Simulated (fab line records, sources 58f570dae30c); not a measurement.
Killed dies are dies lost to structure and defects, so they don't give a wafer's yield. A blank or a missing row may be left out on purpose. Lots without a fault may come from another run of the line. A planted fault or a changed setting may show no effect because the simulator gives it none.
fab line records | flow berkeley_cmos170 | part 2 of 2: steps 28 to 38 of 38
record lots=5 wafers=15 last_day=11
route steps=331 shown PLDD@154 NLDD@158 SPACER@171 PSD@175 NSD@187
lots that met no fault: from a run of the same line without faults
start_h: hours from the record's first day to the start of the lot's first wafer shown | wait_h: hours since the lot's step before | " the same as in the row above | L1.1+2: a row that stands for several wafers | - no value, or no start given | * or withheld: withheld | < > ~ a bound
route shown NAME@n: a module of which the file shows steps, and the number in the route of the first | usual: mean/standard deviation of fault-free wafers | same: alike in all rows | chamber/n: place in a boat | sites: the reading at each site | _std_site: their standard deviation | _edge_site: outer sites' mean less inner sites' | radius_mm: how far each site lies from the wafer's centre | mask NAME#n: copy n | behind: the tool/chamber that last shaped the wafer | hold: why the lot was held/for how many hours/how that ended | device: the transistor (n, p or np) that didn't switch | end of line: the same wafers' tests at the end of the route | a step without rows: its recipe alone | killed: dies lost to structure and defects at the first sort, not the wafer's yield | map: a wafer's dies, x killed, . not, _ none there
set.NAME: the setting as run; set.NAME@STEP: as run at that earlier step | model.NAME: the simulator's own value behind a step, which no gauge read
lots at some steps of the route; a table a step, a row a wafer
services: from which hour (start_h, from the record's first day; less than 0 if before it) a tool's chamber was out of use, for how many hours, and why
## steps
# step UCB170_PSD_CD_MEAS_06
# recipe target_cd_nm=1200
# usual cd_nm=1200.2/1.2
# columns lot.wafer tool chamber start_h wait_h cd_nm
L075.3 cd_sem-01 - 137.39 - 1201.0
L075.5 " - " " 1203.2
L075.6 " - " " 1200.5
L076.1 cd_sem-01 - 150.70 - 1201.3
L076.3 " - " " 1199.8
L076.4 " - " " 1199.2
L080.1 cd_sem-02 - 171.01 - 1197.5
L080.2 " - " " 1198.4
L080.4 " - " " 1198.3
L091.3 cd_sem-01 - 224.38 - 1200.1
L091.4 " - " " 1199.6
L091.5 " - " " 1198.9
L092.1 cd_sem-02 - 224.50 - 1200.4
L092.2 " - " " 1199.9
L092.3 " - " " 1199.8
# step UCB170_PSD_OVL_MEAS_07
# usual PSD_OVL=-3/6.3
# columns lot.wafer tool chamber start_h wait_h PSD_OVL[nm]
L075.3 overlay-01 - 137.48 0.1 -6
L075.5 " - " " -5
L075.6 " - " " -8
L076.1 overlay-02 - 150.82 0.1 -3
L076.3 " - " " -1
L076.4 " - " " -2
L080.1 overlay-01 - 171.13 0.1 -5
L080.2 " - " " -5
L080.4 " - " " -1
L091.3 overlay-02 - 224.48 0.1 -19
L091.4 " - " " -17
L091.5 " - " " -22
L092.1 overlay-01 - 224.62 0.1 4
L092.2 " - " " -2
L092.3 " - " " -7
# step UCB170_PSD_IMPLANT_08
# recipe species=B dose_cm2=3e+15 energy_kev=20 tilt_deg=7
# columns lot.wafer tool chamber start_h wait_h
L075.3+5+6 implanter-01 0 137.56 0.1
L076.1+3+4 implanter-01 0 150.85 0.0
L080.1+2+4 implanter-01 0 171.17 0.0
L091.3+4+5 implanter-02 0 224.55 0.1
L092.1+2+3 implanter-03 0 224.65 0.0
# step UCB170_PSD_STRIP_09
# recipe chemistry=O2 power_w=400 pressure_mtorr=3500 platen_temp_c=withheld o2_flow_sccm=400 overash_fraction=0.5
# usual drypump_motor_current_A=5.93/0.25 oes_product_au=0.600/0.0046 strip_time_to_endpoint_s=29.37/0.076
# columns lot.wafer tool chamber start_h wait_h drypump_motor_current_A oes_product_au rf_hours_counter_h strip_time_to_endpoint_s
L075.3 plasma_asher-01 1 137.69 0.1 6.14 0.599 - 29.49
L075.5 " 1 " " 6.15 0.603 - 29.44
L075.6 " 0 " " 5.66 0.601 - 29.43
L076.1 plasma_asher-03 0 151.00 0.1 5.62 0.603 43 29.43
L076.3 " 0 " " 5.61 0.606 - 29.44
L076.4 " 1 " " 6.06 0.597 - 29.40
L080.1 plasma_asher-01 1 171.32 0.1 6.15 0.597 42 29.28
L080.2 " 0 " " 5.67 0.593 42 29.25
L080.4 " 1 " " 6.16 0.593 - 29.28
L091.3 plasma_asher-02 0 224.68 0.1 5.74 0.597 - 29.37
L091.4 " 1 " " 6.24 0.596 - 29.40
L091.5 " 0 " " 5.76 0.606 - 29.39
L092.1 plasma_asher-01 0 224.80 0.1 5.67 0.607 48 29.46
L092.2 " 1 " " 6.16 0.608 48 29.41
L092.3 " 1 " " 6.14 0.599 - 29.46
# step UCB170_PSD_TW_MEAS_10
# usual PSD_TW=2333/27
# columns lot.wafer tool chamber start_h wait_h PSD_TW
L075.3 film_metro-01 - 137.78 0.1 2294
L075.5 " - " " 2306
L075.6 " - " " 2304
L076.1 film_metro-04 - 151.10 0.1 2331
L076.3 " - " " 2337
L076.4 " - " " 2321
L080.1 film_metro-02 - 171.42 0.1 2360
L080.2 " - " " 2354
L080.4 " - " " 2354
L091.3 film_metro-04 - 224.77 0.1 2329
L091.4 " - " " 2323
L091.5 " - " " 2332
L092.1 film_metro-01 - 224.90 0.1 2304
L092.2 " - " " 2311
L092.3 " - " " 2317
# step UCB170_PSD_CLEAN_11
# recipe chemistry=SPM temp_c=120 time_s=600
# columns lot.wafer tool chamber start_h wait_h
L075.3+5+6 wet_bench-03 3 141.64 3.9
L076.1+3+4 wet_bench-02 2 151.37 0.3
L080.1+2+4 wet_bench-03 3 171.48 0.1
L091.3+4+5 wet_bench-04 2 224.90 0.1
L092.1+2+3 wet_bench-04 3 225.11 0.2
# step UCB170_NSD_HMDS_00
# recipe prime_time_s=60 prime_temp_c=100
# usual resist_line_temp_C=23.02/0.11
# columns lot.wafer tool chamber start_h wait_h resist_line_temp_C
L075.3 litho_track-03 0 141.87 0.1 22.85
L075.5 " 0 " " 23.00
L075.6 " 0 " " 22.98
L076.1 litho_track-03 0 151.56 0.0 23.06
L076.3 " 0 " " 22.98
L076.4 " 0 " " 22.99
L080.1 litho_track-01 0 171.65 0.0 23.09
L080.2 " 0 " " 23.05
L080.4 " 0 " " 22.86
L091.3 litho_track-02 0 225.16 0.1 22.93
L091.4 " 0 " " 23.02
L091.5 " 0 " " 22.98
L092.1 litho_track-01 0 225.31 0.0 22.89
L092.2 " 0 " " 22.91
L092.3 " 0 " " 23.02
# step UCB170_NSD_COAT_01
# recipe resist=KrF spin_rpm=1500 resist_thk_nm=900
# usual resist_line_temp_C=23.03/0.11
# columns lot.wafer tool chamber start_h wait_h resist_line_temp_C
L075.3 litho_track-03 0 142.02 0.1 22.98
L075.5 " 0 " " 23.04
L075.6 " 0 " " 23.04
L076.1 litho_track-03 0 151.71 0.1 23.07
L076.3 " 0 " " 22.99
L076.4 " 0 " " 23.04
L080.1 litho_track-01 0 171.80 0.1 23.00
L080.2 " 0 " " 23.08
L080.4 " 0 " " 23.04
L091.3 litho_track-02 0 225.31 0.1 22.87
L091.4 " 0 " " 22.87
L091.5 " 0 " " 22.82
L092.1 litho_track-01 0 225.46 0.1 23.02
L092.2 " 0 " " 22.97
L092.3 " 0 " " 23.03
# step UCB170_NSD_SOFTBAKE_02
# recipe resist=KrF temp_c=130 time_s=60
# usual resist_line_temp_C=23.00/0.095
# columns lot.wafer tool chamber start_h wait_h resist_line_temp_C
L075.3 litho_track-03 0 142.17 0.1 23.07
L075.5 " 0 " " 22.87
L075.6 " 0 " " 22.95
L076.1 litho_track-03 0 151.86 0.1 22.91
L076.3 " 0 " " 22.93
L076.4 " 0 " " 22.90
L080.1 litho_track-01 0 171.95 0.1 23.16
L080.2 " 0 " " 23.01
L080.4 " 0 " " 22.97
L091.3 litho_track-02 0 225.46 0.1 22.93
L091.4 " 0 " " 23.08
L091.5 " 0 " " 22.86
L092.1 litho_track-01 0 225.61 0.1 22.91
L092.2 " 0 " " 23.01
L092.3 " 0 " " 22.94
# step UCB170_NSD_EXPOSE_03
# recipe mask_id=NSELECT_MOD na=0.5 sigma_outer=0.6 source_shape=conventional target_cd_nm=1200 dose_mj=30
# columns lot.wafer tool chamber start_h wait_h mask
L075.3+5+6 krf_scanner-02 0 142.31 0.1 NSELECT_MOD#0
L076.1+3+4 krf_scanner-01 0 152.01 0.1 NSELECT_MOD#0
L080.1+2+4 krf_scanner-01 0 172.23 0.2 NSELECT_MOD#0
L091.3+4+5 krf_scanner-01 0 225.63 0.1 NSELECT_MOD#0
L092.1+2+3 krf_scanner-01 0 225.76 0.1 NSELECT_MOD#0
# step UCB170_NSD_PEB_04
# recipe peb_temp_c=130 peb_time_s=withheld resist=KrF
# usual resist_line_temp_C=23.01/0.1
# columns lot.wafer tool chamber start_h wait_h resist_line_temp_C
L075.3 litho_track-01 0 142.43 0.1 23.12
L075.5 " 0 " " 23.17
L075.6 " 0 " " 23.10
L076.1 litho_track-01 0 152.41 0.4 22.96
L076.3 " 0 " " 22.93
L076.4 " 0 " " 22.81
L080.1 litho_track-03 0 172.35 0.1 23.09
L080.2 " 0 " " 22.95
L080.4 " 0 " " 22.95
L092.1 litho_track-03 0 226.25 0.5 22.97
L092.2 " 0 " " 22.82
L092.3 " 0 " " 22.90
L091.3 litho_track-01 0 226.26 0.6 23.14
L091.4 " 0 " " 22.97
L091.5 " 0 " " 22.97
## services
# columns tool chamber start_h hours kind
krf_scanner-01 - 108.05 0.2 repair
plasma_asher-02 - 108.85 9.0 pm
rie_diel-04 3 115.58 2.4 repair
rie_diel-01 1 116.56 3.9 repair
plasma_asher-02 - 117.85 2.8 pm
plasma_asher-03 - 120.55 2.8 pm
krf_scanner-01 - 123.38 1.3 pm
furnace-01 - 128.53 3.0 pm
krf_scanner-01 - 129.47 1.0 pm
implanter-01 - 135.38 0.8 repair
pecvd-02 - 135.50 14.0 pm
implanter-01 - 148.07 0.8 repair
krf_scanner-02 - 151.46 0.8 pm
pecvd-01 - 154.44 0.9 repair
rie_diel-01 0 159.44 3.1 repair
krf_scanner-01 - 163.29 0.8 pm
rie_diel-04 3 168.50 5.2 repair
rie_diel-04 3 174.06 3.8 repair
implanter-03 - 180.00 2.7 repair
krf_scanner-02 - 181.67 4.0 pm
pecvd-01 0 202.52 15.1 repair
implanter-04 - 220.82 2.1 repair
implanter-01 - 221.76 6.0 repair
implanter-01 - 225.79 1.3 repair
